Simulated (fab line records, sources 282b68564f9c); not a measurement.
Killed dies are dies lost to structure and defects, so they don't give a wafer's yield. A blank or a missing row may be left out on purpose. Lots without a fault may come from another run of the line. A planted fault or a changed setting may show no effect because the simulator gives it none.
Split-lot experiment | flow rit_cmos | 5 lots, 23 wafers read, on a route of 202 steps

THE SPLIT
At RIT_NWELL_COAT_01 (resist thk 1300 nm), the setting spin_rpm was moved away from the recipe's 2000 rpm on 6 of the 23 wafers read, by -3.5% to +6.5%. The other wafers ran this setting at the recipe's value.

FROM THE SPLIT TO THE READING: what the file shows between them, 3 steps
- RIT_NWELL_SOFTBAKE_02: time 60 s
- RIT_NWELL_EXPOSE_03: exposes mask M2, target cd 43900 nm
- RIT_NWELL_DEVELOP_05: develop time 68 s

THE READING
NOVOLAK_of_NWELL_COAT_01.thk_nm (the simulator's own value, which no gauge read), in nm, at RIT_NWELL_HARDBAKE_07 (time 120 s). The file gives no usual value for it. The 17 wafers here that ran the recipe average 1137 nm, standard deviation 3.8 nm.

wafer  | tool, chamber at the split | spin_rpm as run, rpm | against the recipe | NOVOLAK_of_NWELL_COAT_01.thk_nm, nm | against lot-mates on the recipe
L074.2 | litho_track-04, 0          | 2000                 | recipe             | 1134                                | -
L074.3 | litho_track-04, 0          | 2000                 | recipe             | 1136                                | -
L074.4 | litho_track-04, 0          | 1930                 | -3.5%              | 1152                                | +17
L074.5 | litho_track-04, 0          | 1930                 | -3.5%              | 1157                                | +22
L074.6 | litho_track-04, 0          | 1930                 | -3.5%              | 1155                                | +20
L075.1 | litho_track-02, 0          | 2000                 | recipe             | 1142                                | -
L075.4 | litho_track-02, 0          | 2000                 | recipe             | 1142                                | -
L075.6 | litho_track-02, 0          | 2000                 | recipe             | 1141                                | -
L076.1 | litho_track-02, 0          | 2000                 | recipe             | 1139                                | -
L076.2 | litho_track-02, 0          | 2000                 | recipe             | 1140                                | -
L076.3 | litho_track-02, 0          | 2129                 | +6.5%              | 1107                                | -32
L076.4 | litho_track-02, 0          | 2129                 | +6.5%              | 1106                                | -34
L076.5 | litho_track-02, 0          | 2129                 | +6.5%              | 1106                                | -34
L081.1 | litho_track-04, 0          | 2000                 | recipe             | 1133                                | -
L081.4 | litho_track-04, 0          | 2000                 | recipe             | 1133                                | -
L081.3 | litho_track-04, 0          | 2000                 | recipe             | 1132                                | -
L081.5 | litho_track-04, 0          | 2000                 | recipe             | 1131                                | -
L081.6 | litho_track-04, 0          | 2000                 | recipe             | 1130                                | -
L083.1 | litho_track-04, 0          | 2000                 | recipe             | 1140                                | -
L083.2 | litho_track-04, 0          | 2000                 | recipe             | 1137                                | -
L083.3 | litho_track-04, 0          | 2000                 | recipe             | 1136                                | -
L083.4 | litho_track-04, 0          | 2000                 | recipe             | 1138                                | -
L083.5 | litho_track-04, 0          | 2000                 | recipe             | 1138                                | -

THE FIT
A straight line over all 23 wafers: NOVOLAK_of_NWELL_COAT_01.thk_nm changes by -4.81 nm for each +1% of spin_rpm; r = -0.97; the points scatter about the line by 3.5 nm.
The same after taking each lot's own level away (the mean of its wafers on the recipe; 23 wafers): -5.27 nm for each +1%; r = -1.00; scatter 1.3 nm.
On that fit, the largest move of spin_rpm shifts the reading by 34 nm.
The lots' own levels span 1131.8 to 1141.7 nm, that is 2.6 times the standard deviation above.
So the lot-to-lot level changes the slope little: the two slopes agree.
Check: with one of the wafers moved furthest among these (+6.5%) left out of the fit, the line predicts -34.2 nm for it against its lot-mates. It came out at -32.5 nm against them.

OTHER SPLITS ON THESE WAFERS
These wafers also went through other splits before the reading. Each is held against what the fit with the lots' levels taken away leaves over:
other split on the same wafers | wafers away from the commonest value | r with NOVOLAK_of_NWELL_COAT_01.thk_nm (lot level and that fit taken away)
RIT_ACTIVE_OXIDATION_01 temp_c | 18                                   | -0.15
RIT_ACTIVE_EXPOSE_08 dose_mj   | 9                                    | -0.36
RIT_FOX1_OXIDATION_00 temp_c   | 15                                   | -0.06
RIT_FOX2_OXIDATION_00 temp_c   | 15                                   | +0.05

THE WHOLE CHAIN: every reading that the file lists as answering this split, in the file's order
step                  | what it does       | reading                                                                          | change (the file's fit)              | r (the file's)
RIT_NWELL_COAT_01     | resist thk 1300 nm | NOVOLAK_of_NWELL_COAT_01.thk_nm (the simulator's own value, which no gauge read) | -6.16 nm for each +1% of the setting | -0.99
RIT_NWELL_HARDBAKE_07 | time 120 s         | NOVOLAK_of_NWELL_COAT_01.thk_nm (the simulator's own value, which no gauge read) | -5.3 nm for each +1% of the setting  | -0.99

THE FILE'S OWN FIT
NOVOLAK_of_NWELL_COAT_01.thk_nm changes by -5.3 nm for each +1% of spin_rpm, r = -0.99.
